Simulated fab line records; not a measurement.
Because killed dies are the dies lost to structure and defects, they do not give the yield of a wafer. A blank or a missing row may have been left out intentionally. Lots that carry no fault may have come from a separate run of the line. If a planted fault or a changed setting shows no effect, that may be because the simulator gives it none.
Struck lot and sound lot, side by side | flow rit cmos | 21 out of 202 route steps
Sound: the wafers L934.2, L934.3, L934.6. Wafers L942.1, L942.3, L942.6 were the ones struck. The cause is named last.
At each step with rows: each side's tool, then ch and its chambers, then its first start. Under that, the readings that differ: sound wafers | struck wafers | difference of the means | sigmas: that difference in standard deviations of wafers without a fault.
alike: same words and numbers on both sides, and readings whose means sit less than 2 such deviations apart. not compared: any withheld reading, any reading some wafer has no value for, any bound like >300 that may hide the same value, and any number with overlapping values for which the record gives no deviation.
Wherever a step has rows on one side only, a row that says differs or no value, or a row with sigmas, the two part there. Numbers that have no deviation but don't overlap get no sigmas and don't part them. A reading that every wafer of one side lacks parts them only if that side has two wafers or more.

RIT_PLDD_OVL_MEAS_06:
  sound on overlay-01, day 3 23:17; struck on overlay-01, day 5 17:07
  alike: PLDD_OVL
then, 2 steps without rows for these wafers: RIT_PLDD_HARDBAKE_07 (time 60 s); RIT_PLDD_IMPLANT_08.
RIT_PLDD_STRIP_09: strips in O2, time 180 s.
  sound on plasma asher-01 ch 0,1, day 3 23:37; struck on plasma asher-03 ch 0,1, day 5 17:27
  alike: drypump motor current A, o2 flow sccm
  not compared: rf hours counter h
RIT_PLDD_TW_MEAS_10:
  sound on film metro-03, day 3 23:49; struck on film metro-03, day 5 17:37
  alike: PLDD_TW
then, 4 steps without rows for these wafers: RIT_SPACER_CLEAN_00 (cleans in SC1, time 600 s); RIT_SPACER_CLEAN_01 (cleans in dHF, time 30 s); RIT_SPACER_CLEAN_02 (cleans in SC2, time 600 s); RIT_SPACER_CVD_03 (deposits Si3N4 from SiH2Cl2/NH3, target thk 250 nm, time 3300 s).
RIT_SPACER_THK_MEAS_04:
  sound on film metro-04, day 4 03:08; struck on film metro-01, day 5 19:58
  alike: SPACER_NITRIDE_THK
RIT_SPACER_ETCHBACK_05: etches Si3N4 in SF6/CHF3, stops on SiO2, target depth 250 nm, time 240 s.
  sound on rie diel-03 ch 0,3, day 4 03:11; struck on rie diel-02 ch 2,3, day 5 20:02
  alike: drypump motor current A, oes product au, throttle valve pct
  not compared: rf hours counter h
then, 1 step without rows for these wafers: RIT_NSD_HMDS_00 (prime time 60 s).
RIT_NSD_COAT_01: resist thk 1000 nm.
  sound on litho track-04 ch 0, day 4 03:30; struck on litho track-03 ch 0, day 5 20:27
  reading                                  | sound           | struck          | difference | sigmas
  model.NOVOLAK_of_NSD_COAT_01.thk nm (nm) | 1004 1000 996.9 | 808.9 809 811.1 | -190.6     |
then, 4 steps without rows for these wafers: RIT_NSD_SOFTBAKE_02 (time 60 s); RIT_NSD_EXPOSE_03 (exposes mask M9, target cd 40700 nm); RIT_NSD_PEB_04; RIT_NSD_DEVELOP_05 (develop time 50 s).
RIT_NSD_OVL_MEAS_06:
  sound on overlay-01, day 4 04:11; struck on overlay-01, day 5 21:09
  alike: NSD_OVL
RIT_NSD_HARDBAKE_07: time 60 s.
  sound on litho track-04 ch 0, day 4 04:14; struck on litho track-02 ch 0, day 5 21:19
  reading                                  | sound             | struck            | difference | sigmas
  model.NOVOLAK_of_NSD_COAT_01.thk nm (nm) | 888.9 885.7 882.9 | 717.8 717.9 719.6 | -167.4     |
after that, 1 step had no rows for these wafers: RIT_NSD_IMPLANT_08.
RIT_M1_PROBE_99:
  sound wafers here have rows in the record (prober-02, day 4 14:14); struck ones have none

## WHERE THEY PART
RIT_M1_PROBE_99 only, going by this record.

WHY: what had been put in by the simulator
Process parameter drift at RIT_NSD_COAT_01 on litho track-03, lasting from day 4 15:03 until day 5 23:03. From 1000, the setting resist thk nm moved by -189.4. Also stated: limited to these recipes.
